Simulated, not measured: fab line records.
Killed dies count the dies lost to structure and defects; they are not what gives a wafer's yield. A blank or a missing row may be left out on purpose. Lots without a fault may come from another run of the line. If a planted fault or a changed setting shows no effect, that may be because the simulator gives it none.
2 desks looking at one fault ; flow rit-cmos ; only its own numbers are on each desk; what lay behind them is given at the end

THE TOOL OWNER'S DESK: implanter-04
RIT_NLDD_IMPLANT_08, tool's own readings: per-lot mean of the sampled wafers with a number, covering each lot this tool ran. A lot is out of limits, marked OUT, if its mean lies more than 4 standard deviations from the usual mean; the brackets give that distance.
Columns: A = beam-energy-keV at RIT_NLDD_IMPLANT_08, usual 19.999; B = dose-ions-cm2 at RIT_NLDD_IMPLANT_08, usual 4.999e+14; C = faraday-current-uA at RIT_NLDD_IMPLANT_08, usual 1569
lot;first seen here;A;B;C
L275;day 4 02:31;20.002;5.004e+14;1546
L279;day 5 06:47;20.004;5.007e+14;1556
L281;day 5 07:19;20.005;5.000e+14;1551
L282;day 5 16:56;19.995;5.004e+14;1558
L287;day 6 12:56;20.003;1.995e+14 (-99 or more) OUT;629 (-28) OUT
L288;day 6 18:30;20.000;2.001e+14 (-99 or more) OUT;629 (-28) OUT
Finding of this desk: L287, L288 out of limits; the first was L287 at day 6 12:56, on dose-ions-cm2 at RIT_NLDD_IMPLANT_08. L275, L279, L281, L282: within limits.

METROLOGY DESK
Means of the sampled wafers that have a number, per lot and without regard to the tool the lot ran on: this is what the gauges read. A lot is out of limits, marked OUT, if its mean lies more than 4 standard deviations from the usual mean; the brackets give that distance.
Columns: A = NLDD_TW at RIT_NLDD_TW_MEAS_10, usual 2481; B = NLDD_RS at RIT_SDANNEAL_RS_MEAS_07, usual 151.6 ohm/sq
lot;first seen here;A;B
L270;day 2 19:32;2470;152.1
L271;day 2 22:55;2484;151.7
L272;day 3 11:04;2484;151.2
L273;day 3 18:07;2468;151.0
L275;day 4 02:51;2490;151.5
L279;day 5 07:07;2507;151.9
L280;day 5 07:22;2463;151.8
L281;day 5 07:36;2514;151.1
L282;day 5 17:16;2481;151.4
L283;day 5 21:50;2464;151.7
L284;day 6 01:39;2488;151.3
L287;day 6 13:16;1896 (-39) OUT;306.6 (+99 or more) OUT
L288;day 6 18:49;1923 (-37) OUT;303.4 (+99 or more) OUT
L292;day 19 01:35;2463;151.9
This desk reports L287, L288 out of limits; the earliest was L287 at day 6 13:16 (NLDD_TW at RIT_NLDD_TW_MEAS_10). L270, L271, L272, L273, L275, L279, L280, L281, L282, L283, L284, L292: within limits.

BROUGHT TOGETHER
On L287, L288, at day 6 12:56, an alarm was possible from the tool owner's desk.
At day 6 13:16 the metrology desk could have sounded an alarm, on L287, L288.
All the named lots went through RIT_NLDD_IMPLANT_08 on implanter-04.

WHAT THE SIMULATOR PUT IN
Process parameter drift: implanter-04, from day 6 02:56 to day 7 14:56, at RIT_NLDD_IMPLANT_08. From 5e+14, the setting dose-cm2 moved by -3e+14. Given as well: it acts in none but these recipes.
Lots struck among those shown: L287, L288.
Fault start to first reading out of limits, in hours, per desk: tool owner, 10; metrology, 10.
